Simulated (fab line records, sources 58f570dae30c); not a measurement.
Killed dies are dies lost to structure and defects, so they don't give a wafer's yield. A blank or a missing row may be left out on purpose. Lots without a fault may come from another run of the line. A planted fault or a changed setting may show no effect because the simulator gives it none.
fab line records | flow berkeley_cmos170
record lots=7 wafers=21 last_day=13
route steps=331 shown NSD@193 BACKSIDE@199 SDANNEAL@204 PSD@206 PLDD@208 M3@331
lots that met no fault: from a run of the same line without faults
start_h: hours from the record's first day to the start of the lot's first wafer shown | wait_h: hours since the lot's step before | " the same as in the row above | L1.1+2: a row that stands for several wafers | - no value, or no start given | * or withheld: withheld | < > ~ a bound
route shown NAME@n: a module of which the file shows steps, and the number in the route of the first | usual: mean/standard deviation of fault-free wafers | same: alike in all rows | chamber/n: place in a boat | sites: the reading at each site | _std_site: their standard deviation | _edge_site: outer sites' mean less inner sites' | radius_mm: how far each site lies from the wafer's centre | mask NAME#n: copy n | behind: the tool/chamber that last shaped the wafer | hold: why the lot was held/for how many hours/how that ended | device: the transistor (n, p or np) that didn't switch | end of line: the same wafers' tests at the end of the route | a step without rows: its recipe alone | killed: dies lost to structure and defects at the first sort, not the wafer's yield | map: a wafer's dies, x killed, . not, _ none there
set.NAME: the setting as run; set.NAME@STEP: as run at that earlier step | model.NAME: the simulator's own value behind a step, which no gauge read
lots at some steps of the route; a table a step, a row a wafer
services: from which hour (start_h, from the record's first day; less than 0 if before it) a tool's chamber was out of use, for how many hours, and why
## steps
# step UCB170_NSD_CD_MEAS_06
# recipe target_cd_nm=1200
# usual cd_nm=1200.0/1.3
# columns lot.wafer tool chamber start_h wait_h cd_nm
L545.1 cd_sem-02 - 189.62 - 1200.5
L545.2 " - " " 1200.6
L545.3 " - " " 1198.9
L554.2 cd_sem-01 - 227.30 - 1197.8
L554.3 " - " " 1198.9
L554.4 " - " " 1198.3
L557.2 cd_sem-02 - 235.93 - 1198.3
L557.3 " - " " 1199.2
L557.4 " - " " 1200.5
L562.3 cd_sem-02 - 257.84 - 1199.3
L562.4 " - " " 1198.4
L562.5 " - " " 1199.3
L561.3 cd_sem-01 - 257.86 - 1200.4
L561.4 " - " " 1200.4
L561.5 " - " " 1200.3
L558.1 cd_sem-01 - 258.09 - 1198.8
L558.3 " - " " 1199.0
L558.6 " - " " 1199.2
L565.1 cd_sem-02 - 287.03 - 1201.7
L565.2 " - " " 1202.0
L565.4 " - " " 1200.9
# step UCB170_NSD_OVL_MEAS_07
# usual NSD_OVL=-3/4.8
# columns lot.wafer tool chamber start_h wait_h NSD_OVL[nm]
L545.1 overlay-01 - 189.74 0.1 -1
L545.2 " - " " 3
L545.3 " - " " -2
L554.2 overlay-02 - 227.41 0.1 2
L554.3 " - " " 1
L554.4 " - " " 4
L557.2 overlay-01 - 236.04 0.1 -3
L557.3 " - " " -3
L557.4 " - " " -14
L562.3 overlay-01 - 257.93 0.1 -2
L562.4 " - " " -2
L562.5 " - " " -1
L561.3 overlay-02 - 257.95 0.1 -8
L561.4 " - " " -12
L561.5 " - " " -7
L558.1 overlay-02 - 258.21 0.1 4
L558.3 " - " " -4
L558.6 " - " " -11
L565.1 overlay-02 - 287.15 0.1 -4
L565.2 " - " " -10
L565.4 " - " " -3
# step UCB170_NSD_IMPLANT_08
# recipe species=P dose_cm2=3e+15 energy_kev=40 tilt_deg=7
# step UCB170_NSD_STRIP_09
# recipe chemistry=O2 power_w=400 pressure_mtorr=3500 platen_temp_c=withheld o2_flow_sccm=400 overash_fraction=0.5
# usual drypump_motor_current_A=5.6/0.33 oes_product_au=0.533/0.0044 strip_time_to_endpoint_s=35.80/0.077
# columns lot.wafer tool chamber start_h wait_h drypump_motor_current_A oes_product_au rf_hours_counter_h strip_time_to_endpoint_s
L545.1 plasma_asher-04 0 189.93 0.1 5.9 0.528 9 35.79
L545.2 " 1 " " 5.7 0.535 9 35.85
L545.3 " 0 " " 5.9 0.540 - 35.90
L554.2 plasma_asher-04 1 227.59 0.1 5.7 0.544 13 35.91
L554.3 " 1 " " 5.7 0.534 - 35.97
L554.4 " 0 " " 5.9 0.535 - 35.97
L557.2 plasma_asher-02 1 236.22 0.1 5.3 0.534 50 35.75
L557.3 " 0 " " 6.1 0.525 - 35.75
L557.4 " 1 " " 5.3 0.534 - 35.73
L562.3 plasma_asher-02 0 258.14 0.1 6.1 0.530 - 35.87
L562.4 " 1 " " 5.4 0.531 - 35.85
L562.5 " 0 " " 6.1 0.530 - 35.88
L561.3 plasma_asher-04 1 258.16 0.1 5.7 0.533 - 35.90
L561.4 " 0 " " 5.9 0.527 - 35.90
L561.5 " 0 " " 5.9 0.531 - 35.85
L558.1 plasma_asher-02 1 258.40 0.1 5.4 0.529 52 35.79
L558.3 " 1 " " 5.3 0.529 - 35.81
L558.6 " 1 " " 5.3 0.543 - 35.73
L565.1 plasma_asher-03 1 287.33 0.1 5.5 0.525 51 35.80
L565.2 " 0 " " 5.2 0.534 51 35.77
L565.4 " 0 " " 5.2 0.536 - 35.74
# step UCB170_NSD_TW_MEAS_10
# usual NSD_TW=4169/35
# columns lot.wafer tool chamber start_h wait_h NSD_TW
L545.1 film_metro-04 - 190.03 0.1 4154
L545.2 " - " " 4159
L545.3 " - " " 4155
L554.2 film_metro-02 - 227.70 0.1 4135
L554.3 " - " " 4132
L554.4 " - " " 4134
L557.2 film_metro-02 - 236.33 0.1 4126
L557.3 " - " " 4094
L557.4 " - " " 4107
L562.3 film_metro-01 - 258.23 0.1 4225
L562.4 " - " " 4218
L562.5 " - " " 4207
L561.3 film_metro-02 - 258.25 0.1 4157
L561.4 " - " " 4148
L561.5 " - " " 4165
L558.1 film_metro-02 - 258.50 0.1 4138
L558.3 " - " " 4132
L558.6 " - " " 4152
L565.1 film_metro-04 - 287.43 0.1 4209
L565.2 " - " " 4193
L565.4 " - " " 4220
# step UCB170_NSD_CLEAN_11
# recipe chemistry=SPM temp_c=120 time_s=600
# step UCB170_BACKSIDE_HMDS_00
# recipe prime_time_s=60 prime_temp_c=100
# step UCB170_BACKSIDE_COAT_01
# recipe resist=KrF spin_rpm=1500 resist_thk_nm=900
# step UCB170_BACKSIDE_SOFTBAKE_02
# recipe resist=KrF temp_c=130 time_s=60
# step UCB170_BACKSIDE_STRIP_03
# recipe chemistry=O2 power_w=400 pressure_mtorr=3500 platen_temp_c=withheld o2_flow_sccm=400 overash_fraction=0.5
# usual drypump_motor_current_A=5.8/0.3 oes_product_au=0.735/0.0045 strip_time_to_endpoint_s=21.96/0.069
# columns lot.wafer tool chamber start_h wait_h drypump_motor_current_A oes_product_au rf_hours_counter_h strip_time_to_endpoint_s
L545.1 plasma_asher-03 0 191.32 0.1 5.2 0.737 41 21.98
L545.2 " 1 " " 5.5 0.730 41 21.94
L545.3 " 1 " " 5.5 0.733 - 21.89
L554.2 plasma_asher-04 0 228.79 0.1 5.9 0.730 14 21.89
L554.3 " 1 " " 5.7 0.737 - 21.95
L554.4 " 0 " " 5.9 0.730 - 22.02
L557.2 plasma_asher-03 0 237.14 0.1 5.2 0.735 46 22.05
L557.3 " 0 " " 5.2 0.739 - 21.97
L557.4 " 1 " " 5.5 0.737 - 22.02
L561.3 plasma_asher-03 0 258.98 0.1 5.2 0.741 - 21.88
L561.4 " 1 " " 5.5 0.733 - 22.00
L561.5 " 0 " " 5.2 0.741 - 21.92
L562.3 plasma_asher-04 1 258.98 0.1 5.7 0.735 - 21.87
L562.4 " 0 " " 5.9 0.729 - 21.93
L562.5 " 1 " " 5.7 0.736 - 21.94
L558.1 plasma_asher-04 0 259.40 0.1 5.9 0.734 17 21.91
L558.3 " 0 " " 5.9 0.746 - 21.91
L558.6 " 1 " " 5.7 0.732 - 21.93
L565.1 plasma_asher-01 1 288.18 0.1 6.3 0.724 58 21.99
L565.2 " 0 " " 5.6 0.737 58 21.99
L565.4 " 0 " " 5.6 0.730 - 21.99
# step UCB170_BACKSIDE_CLEAN_04
# recipe chemistry=SPM temp_c=120 time_s=600
# step UCB170_SDANNEAL_RTA_00
# recipe temp_c=900 time_s=10 ambient=N2
# usual chamber_o2_ppm=1.998/0.022 lamp_power_pct=23.91/0.16 wafer_temp_C_max=904.1/0.89
# columns lot.wafer tool chamber start_h wait_h chamber_o2_ppm lamp_power_pct wafer_temp_C_max
L545.1 rtp_anneal-02 0 192.54 0.2 1.989 24.01 903.4
L545.2 " 0 " " 2.007 23.99 903.2
L545.3 " 0 " " 2.015 24.05 904.1
L554.2 rtp_anneal-01 0 229.10 0.0 2.019 23.67 904.3
L554.3 " 0 " " 2.026 23.69 902.9
L554.4 " 0 " " 2.030 23.70 902.6
L557.2 rtp_anneal-01 0 237.44 0.0 1.964 23.66 901.9
L557.3 " 0 " " 2.023 23.73 902.9
L557.4 " 0 " " 1.979 23.70 903.1
L562.3 rtp_anneal-02 0 259.25 0.0 2.013 24.00 904.8
L562.4 " 0 " " 2.000 24.01 905.5
L562.5 " 0 " " 2.000 24.04 905.3
L561.3 rtp_anneal-01 0 259.30 0.1 1.952 23.69 904.9
L561.4 " 0 " " 2.001 23.72 904.4
L561.5 " 0 " " 2.023 23.67 903.4
L558.1 rtp_anneal-01 0 259.96 0.0 1.973 23.68 902.7
L558.3 " 0 " " 1.990 23.70 903.8
L558.6 " 0 " " 1.951 23.69 904.0
L565.1 rtp_anneal-02 0 288.45 0.0 2.007 24.00 906.0
L565.2 " 0 " " 1.975 24.03 904.4
L565.4 " 0 " " 1.988 24.04 904.1
# step UCB170_SDANNEAL_RTA_01
# recipe temp_c=1050 time_s=5 ambient=N2
# usual chamber_o2_ppm=1.998/0.024 lamp_power_pct=36.92/0.24 wafer_temp_C_max=1054.7/1.2
# columns lot.wafer tool chamber start_h wait_h chamber_o2_ppm lamp_power_pct wafer_temp_C_max
L545.1 rtp_anneal-02 0 192.68 0.1 2.021 37.08 1055.4
L545.2 " 0 " " 1.993 37.03 1055.5
L545.3 " 0 " " 1.993 37.10 1057.0
L554.2 rtp_anneal-01 0 229.16 0.1 1.994 36.58 1054.5
L554.3 " 0 " " 2.009 36.52 1055.1
L554.4 " 0 " " 2.020 36.53 1055.0
L557.2 rtp_anneal-01 0 237.57 0.1 2.031 36.56 1053.1
L557.3 " 0 " " 2.022 36.58 1053.7
L557.4 " 0 " " 2.025 36.56 1053.8
L562.3 rtp_anneal-02 0 259.31 0.1 1.973 37.08 1055.5
L562.4 " 0 " " 1.988 37.14 1055.3
L562.5 " 0 " " 1.992 37.07 1054.1
L561.3 rtp_anneal-01 0 259.37 0.1 1.971 36.58 1055.7
L561.4 " 0 " " 2.004 36.53 1053.0
L561.5 " 0 " " 1.965 36.63 1053.8
L558.1 rtp_anneal-01 0 260.03 0.1 1.997 36.61 1052.9
L558.3 " 0 " " 2.002 36.56 1053.2
L558.6 " 0 " " 1.986 36.59 1053.5
L565.1 rtp_anneal-02 0 288.52 0.1 1.996 37.07 1056.3
L565.2 " 0 " " 2.005 37.08 1056.7
L565.4 " 0 " " 2.018 37.08 1056.1
# step UCB170_SDANNEAL_RS_MEAS_02
# recipe thk_meas_gauge=four-point-probe
# usual PSD_RS=75.6/0.3
# columns lot.wafer tool chamber start_h wait_h PSD_RS[ohm/sq]
L545.1 film_metro-04 - 192.79 0.1 75.8
L545.2 " - " " 75.5
L545.3 " - " " 75.6
L554.2 film_metro-04 - 229.23 0.1 75.7
L554.3 " - " " 75.7
L554.4 " - " " 75.9
L557.2 film_metro-04 - 237.68 0.1 69.8
L557.3 " - " " 69.9
L557.4 " - " " 69.8
L562.3 film_metro-04 - 259.39 0.1 75.9
L562.4 " - " " 75.7
L562.5 " - " " 75.8
L561.3 film_metro-01 - 259.45 0.1 69.6
L561.4 " - " " 69.3
L561.5 " - " " 69.7
L558.1 film_metro-01 - 260.12 0.1 70.2
L558.3 " - " " 69.9
L558.6 " - " " 70.0
L565.1 film_metro-01 - 288.58 0.0 75.7
L565.2 " - " " 75.7
L565.4 " - " " 75.6
# step UCB170_SDANNEAL_RS_MEAS_03
# recipe thk_meas_gauge=four-point-probe
# usual NSD_RS=37.26/0.079
# columns lot.wafer tool chamber start_h wait_h NSD_RS[ohm/sq]
L545.1 film_metro-04 - 192.91 0.1 37.33
L545.2 " - " " 37.31
L545.3 " - " " 37.32
L554.2 film_metro-04 - 229.35 0.1 37.34
L554.3 " - " " 37.29
L554.4 " - " " 37.33
L557.2 film_metro-04 - 237.80 0.1 36.13
L557.3 " - " " 36.19
L557.4 " - " " 36.06
L562.3 film_metro-04 - 259.51 0.1 37.30
L562.4 " - " " 37.35
L562.5 " - " " 37.27
L561.3 film_metro-01 - 259.57 0.1 35.96
L561.4 " - " " 35.91
L561.5 " - " " 35.97
L558.1 film_metro-01 - 260.24 0.1 36.00
L558.3 " - " " 35.84
L558.6 " - " " 36.04
L565.1 film_metro-01 - 288.70 0.1 37.14
L565.2 " - " " 37.35
L565.4 " - " " 37.28
# step UCB170_SDANNEAL_RS_MEAS_04
# recipe thk_meas_gauge=four-point-probe
# usual PLDD_RS=1033/3.2
# columns lot.wafer tool chamber start_h wait_h PLDD_RS[ohm/sq]
L545.1 film_metro-04 - 193.03 0.1 1029
L545.2 " - " " 1032
L545.3 " - " " 1032
L554.2 film_metro-04 - 229.47 0.1 1036
L554.3 " - " " 1036
L554.4 " - " " 1035
L557.2 film_metro-04 - 237.92 0.1 1026
L557.3 " - " " 1027
L557.4 " - " " 1025
L562.3 film_metro-04 - 259.63 0.1 1039
L562.4 " - " " 1037
L562.5 " - " " 1036
L561.3 film_metro-01 - 259.69 0.1 1022
L561.4 " - " " 1026
L561.5 " - " " 1024
L558.1 film_metro-01 - 260.36 0.1 1029
L558.3 " - " " 1025
L558.6 " - " " 1025
L565.1 film_metro-01 - 288.82 0.1 1036
L565.2 " - " " 1035
L565.4 " - " " 1036
# step UCB170_M3_PROBE_99
# columns lot.wafer tool chamber start_h wait_h model.etest.contact_ppoly.end_ohm_um model.etest.vpnp.gain
L545.1 prober-02 - 213.47 0.1 239.3 11.23
L545.2 prober-02 - 213.52 0.1 240.6 11.12
L545.3 prober-02 - 213.57 0.2 232.1 11.43
L554.2 prober-02 - 252.76 0.1 233.6 11.7
L554.3 prober-02 - 252.81 0.2 228.5 11.91
L554.4 prober-02 - 252.86 0.2 239.1 11.8
L557.2 prober-01 - 261.75 0.1 216.8 12.09
L557.3 prober-01 - 261.80 0.2 217.6 12.06
L557.4 prober-01 - 261.85 0.2 219.2 12.04
L562.3 prober-01 - 283.43 0.2 229.8 11.43
L562.4 prober-01 - 283.48 0.2 216.8 11.52
L562.5 prober-01 - 283.53 0.2 231.7 11.36
L558.1 prober-01 - 286.05 0.1 215.9 11.96
L558.3 prober-01 - 286.15 0.2 215.2 12.15
L558.6 prober-01 - 286.30 0.2 213.7 11.83
L561.3 prober-01 - 287.23 0.2 215.7 12.44
L561.4 prober-01 - 287.28 0.2 202.9 12.7
L561.5 prober-01 - 287.33 0.2 210.8 12.51
L565.1 prober-01 - 311.27 0.1 239.8 11.36
L565.2 prober-01 - 311.32 0.1 223.8 11.18
L565.4 prober-01 - 311.42 0.2 223.3 11.26
# killed by level:class
L545.1 NWELL:geometric_particle:open=1 GATE:geometric_particle:open=1 V2:geometric_particle:open=1
L545.2 SPACER:geometric_particle:open=1
L545.3 SILICIDE:geometric_particle:open=1
L554.2 START:geometric_particle:short=1 SPACER:geometric_particle:short=1 V2:geometric_particle:short=1
L554.3 WELLDRIVE:geometric_particle:short=1 FIELD:geometric_particle:short=1 GATE:geometric_particle:open=1
L554.4 GATE:geometric_particle:open=1 SPACER:geometric_particle:short=1 M1:geometric_particle:open=1 V2:geometric_particle:short=1 M3:geometric_particle:short=1
L562.3 GATE:geometric_particle:open=1 V2:geometric_particle:open=1
L562.4 ZERO:geometric_particle:short=1 V1:geometric_particle:short=1 M3:geometric_particle:short=1
L562.5 GATE:geometric_particle:short=1 GATE:geometric_particle:open=1 M2:geometric_particle:short=1 V2:geometric_particle:open=1
L558.1 ACTIVE:geometric_particle:open=1 SACOX:geometric_particle:open=1 SCREENOX:geometric_particle:open=1 GATE:geometric_particle:short=1
L558.3 GATE:geometric_particle:short=2 SPACER:geometric_particle:open=1 M2:geometric_particle:open=1
L558.6 ACTIVE:geometric_particle:short=1 FIELD:geometric_particle:open=1 ACTIVE:area_etch=1
L561.3 START:geometric_particle:open=1 SILICIDE:geometric_particle:open=1 SILICIDE:geometric_particle:short=1
L561.4 GATE:geometric_particle:short=1 CONTACT:geometric_particle:short=1 M1:geometric_particle:open=1 M3:geometric_particle:short=1
L561.5 M3:geometric_particle:short=1
L565.1 FIELD:geometric_particle:open=1 SPACER:geometric_particle:short=1 V2:geometric_particle:open=1 M3:geometric_particle:open=1
L565.2 FIELD:geometric_particle:short=1 SPACER:geometric_particle:open=1 SILICIDE:geometric_particle:short=1 M2:geometric_particle:short=1
L565.4 GATE:geometric_particle:short=2 SPACER:geometric_particle:open=1 M3:geometric_particle:short=1
## services
# columns tool chamber start_h hours kind
plasma_asher-02 - 196.50 2.8 pm
rtp_anneal-02 - 198.39 3.6 pm
plasma_asher-01 - 225.93 0.7 repair
## key
first_sign step=UCB170_SDANNEAL_RS_MEAS_02 reading=PSD_RS direction=down sigmas=19 usual=75.6 struck=69.8
effect step=UCB170_SDANNEAL_RS_MEAS_03 reading=NSD_RS direction=down sigmas=16 usual=37.26 struck=36.01
effect step=UCB170_SDANNEAL_RS_MEAS_04 reading=PLDD_RS direction=down sigmas=2.2 usual=1033 struck=1026
model_effect step=UCB170_M3_PROBE_99 value=etest.contact_ppoly.end_ohm_um without=231.8 struck=214.2
met_at UCB170_SDANNEAL_RTA_01
struck_wafers L557.2,L557.3,L557.4,L558.1,L558.3,L558.6,L561.3,L561.4,L561.5
sort_left_out L557.2,L557.3,L557.4
tester_left_out L557,L558,L561
onset_between 229.16 237.57
also_fits UCB170_SDANNEAL_RTA_00:rtp_anneal-01
fault kind=process_parameter_drift tool=rtp_anneal-01 chamber=- onset_h=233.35 steps=UCB170_SDANNEAL_RTA_01 channel=time_s offset=* shape=step end_h=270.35 acts_in=* stated=*
# tester_left_out: of these lots the tester's yield and bins aren't shown, on N5 and GAA mostly nor the transistor test; their killed dies are dies lost to structure and defects alone, not to doping, threshold or leakage, so they don't give the yield
# sort_left_out: the simulated sort isn't trusted on such a fault, so these wafers' sort isn't shown, and their yield isn't known
